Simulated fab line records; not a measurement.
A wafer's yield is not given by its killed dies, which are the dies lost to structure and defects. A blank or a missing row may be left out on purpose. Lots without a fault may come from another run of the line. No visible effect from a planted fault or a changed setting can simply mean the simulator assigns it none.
What tool caused it? ; flow ritCmos ; 14 lots with 42 wafers sampled at 4 steps, on a route of 202 steps

## WHAT EACH GAUGE READ, for each wafer
RIT_ACTIVE_BOW_MEAS_00. Usual: INCOMING_BOW gives 0 um (standard deviation 6.4).
lot;measured;on;INCOMING_BOW (um);flag
L557;day 1 10:01;filmMetro-04;-12 8 -6;
L558;day 1 15:00;filmMetro-04;0 2 1;
L559;day 1 20:00;filmMetro-02;-6 -7 6;
L560;day 2 01:00;filmMetro-02;0 -3 0;
L567;day 3 12:00;filmMetro-03;7 -6 8;
L568;day 3 17:00;filmMetro-02;2 7 -11;
L570;day 4 03:04;filmMetro-04;10 -8 0;
L571;day 4 08:00;filmMetro-04;-2 6 -1;
L572;day 4 13:01;filmMetro-02;7 4 7;
L574;day 4 23:00;filmMetro-04;-17 6 7;
L577;day 5 14:04;filmMetro-03;3 4 4;
L578;day 5 19:00;filmMetro-03;1 6 -4;
L579;day 6 00:01;filmMetro-04;5 0 8;
L580;day 6 05:00;filmMetro-03;-9 -4 -6;

RIT_GATE_CD_MEAS_16 targets a cd of 150 nm. Usual: cdNm reads 151.2 nm (standard deviation 2.6).
lot;measured;on;cdNm (nm);flag
L557;day 2 13:50;cdSem-02;148.8 149.5 148.6;
L558;day 2 17:22;cdSem-02;153.4 152.6 153.1;
L559;day 3 00:13;cdSem-02;145.6 146.2 147.1;
L560;day 3 03:40;cdSem-02;149.3 150.7 151.1;
L567;day 4 15:53;cdSem-01;136.3 135.7 137.9;OFF
L568;day 4 19:38;cdSem-01;140.2 141.8 138.9;OFF
L570;day 5 07:35;cdSem-01;148.5 149.3 148.0;
L571;day 5 16:50;cdSem-02;149.9 150.9 150.1;
L572;day 5 20:17;cdSem-01;152.7 154.2 154.4;
L574;day 6 02:13;cdSem-02;154.4 155.9 154.3;
L577;day 6 16:41;cdSem-02;150.0 149.1 148.7;
L578;day 6 22:13;cdSem-02;155.6 153.0 153.8;
L579;day 7 02:50;cdSem-01;147.3 148.8 148.0;
L580;day 7 07:04;cdSem-02;151.3 150.0 150.6;

RIT_PLDD_OVL_MEAS_06. Usual: PLDD_OVL gives 0.2 nm (standard deviation 1.4).
lot;measured;on;PLDD_OVL (nm);flag
L557;day 2 19:55;overlay-02;2.9 3.5 2.1;
L558;day 3 00:52;overlay-01;0.1 0.6 -0.7;
L559;day 3 06:19;overlay-02;2.1 1.2 2.8;
L560;day 3 09:56;overlay-02;1.2 0.2 0.3;
L567;day 4 22:14;overlay-01;-1.5 0.2 -1.5;
L568;day 5 02:53;overlay-01;0.0 -0.8 -0.3;
L570;day 5 13:53;overlay-02;-1.4 -1.0 -0.1;
L571;day 5 23:50;overlay-02;0.2 1.4 0.0;
L572;day 6 02:19;overlay-02;1.4 0.6 0.5;
L574;day 6 09:58;overlay-01;-2.2 -0.9 -1.8;
L577;day 6 23:06;overlay-02;0.0 0.1 0.7;
L578;day 7 04:30;overlay-01;-1.4 -0.9 0.2;
L579;day 7 08:52;overlay-02;-1.3 -0.7 0.3;
L580;day 7 14:26;overlay-02;1.5 1.0 0.1;

## EACH LOT AND THE TOOL THAT RAN IT (in order: tool; ch and the chambers of the sampled wafers; start)
lot;RIT_GATE_DEVELOP_15
L557;lithoTrack-04 ch 0, day 2 13:00
L558;lithoTrack-01 ch 0, day 2 17:00
L559;lithoTrack-01 ch 0, day 3 00:00
L560;lithoTrack-01 ch 0, day 3 03:00
L567;lithoTrack-04 ch 0, day 4 15:00
L568;lithoTrack-04 ch 0, day 4 19:00
L570;lithoTrack-03 ch 0, day 5 07:00
L571;lithoTrack-01 ch 0, day 5 16:00
L572;lithoTrack-01 ch 0, day 5 20:00
L574;lithoTrack-01 ch 0, day 6 02:00
L577;lithoTrack-03 ch 0, day 6 16:00
L578;lithoTrack-01 ch 0, day 6 22:00
L579;lithoTrack-01 ch 0, day 7 02:00
L580;lithoTrack-03 ch 0, day 7 06:00
- RIT_GATE_DEVELOP_15: develop time 50 s.

## WHAT THE TOOLS THEMSELVES READ (means of the sampled wafers that have a number; where no wafer has one, the mark that the record gives instead)
The record holds no such reading with a usual standard deviation.

## THE ANSWER, worked out from the rows above alone
Rule: lot off if the mean of its wafers having a number is beyond 3 standard deviations from the usual mean. A lot without any number at a reading at which 4 lots or more have one is off too. All remaining lots with rows at the step are treated as sound. First the gauges in route order, then the tools' own readings, where a lot's mean is used as printed above. At the first step where some lot is off, the reading lying furthest off is the one used; lots without a number count as furthest.
Off, at RIT_GATE_CD_MEAS_16 on cdNm: L567, L568.
If a tool, at a process step before that reading, ran all the lots that are off and no sound lot after the first of them, it fits. The gauges at RIT_GATE_CD_MEAS_16 are tried like those tools. One candidate fits, namely lithoTrack-04 at RIT_GATE_DEVELOP_15. A fault onset in the window from L557 (day 2 13:00, its last sound lot) to L567 (day 4 15:00, its first lot off) fits.

## WHAT HAD BEEN PUT IN BY THE SIMULATOR
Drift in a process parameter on lithoTrack-04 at RIT_GATE_DEVELOP_15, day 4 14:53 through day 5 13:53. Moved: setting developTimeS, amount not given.
Shown lots that were struck: L567, L568. Same finding as the rule above.
